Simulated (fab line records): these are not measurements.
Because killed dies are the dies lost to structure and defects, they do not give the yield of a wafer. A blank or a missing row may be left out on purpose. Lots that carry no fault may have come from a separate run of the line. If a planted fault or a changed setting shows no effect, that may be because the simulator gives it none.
Chamber matching | flow berkeley_cmos170 | UCB170_V1_CVD_00 on pecvd-01 has 3 sister chambers
The step deposits SiO2 from TEOS/O2, target thk 2000 nm, time 250 s. 6 wafers are shown with their chamber, then 9 later ones without.

## WAFERS WITH THEIR CHAMBER
wafer  | chamber | heater_power_w (W)
L169.6 | 1       | 227
L170.5 | 1       | 321
L170.6 | 0       | 197
L174.2 | 2       | 251
L174.3 | 0       | 206
L174.6 | 2       | 297

## WAFERS WITH NO CHAMBER GIVEN
wafer  | heater_power_w (W)
L176.2 | 301
L176.5 | 196
L176.6 | 317
L181.2 | 246
L181.3 | 211
L181.6 | 271
L180.2 | 279
L180.4 | 210
L180.5 | 193

## WHICH CHAMBER EACH WENT THROUGH
wafer  | from the rows above          | in truth
L176.2 | can't be placed: 1 or 2 or 0 | 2
L176.5 | can't be placed: 0 or 1 or 2 | 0
L176.6 | can't be placed: 1 or 2 or 0 | 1
L181.2 | can't be placed: 1 or 2 or 0 | 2
L181.3 | can't be placed: 0 or 1 or 2 | 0
L181.6 | can't be placed: 1 or 2 or 0 | 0
L180.2 | can't be placed: 1 or 2 or 0 | 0
L180.4 | can't be placed: 0 or 1 or 2 | 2
L180.5 | can't be placed: 0 or 1 or 2 | 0
Correct placement for 0 of the 9. These rows do not allow placing 9 (true chamber among the candidates in 9). Wrongly placed: 0.
How it was worked out, from the rows above alone: a wafer's distance from a chamber is the root of the sum, over the readings, of the square of ((its reading less the chamber's mean) divided by the reading's scatter). The wafer belongs to the nearest chamber; if the next one is less than 2 further off, it can't be placed. A chamber's mean is the mean of its shown wafers. The scatter: take each reading less its chamber's mean, square it, sum over the shown wafers, divide by the number of wafers less the number of chambers, and take the root.
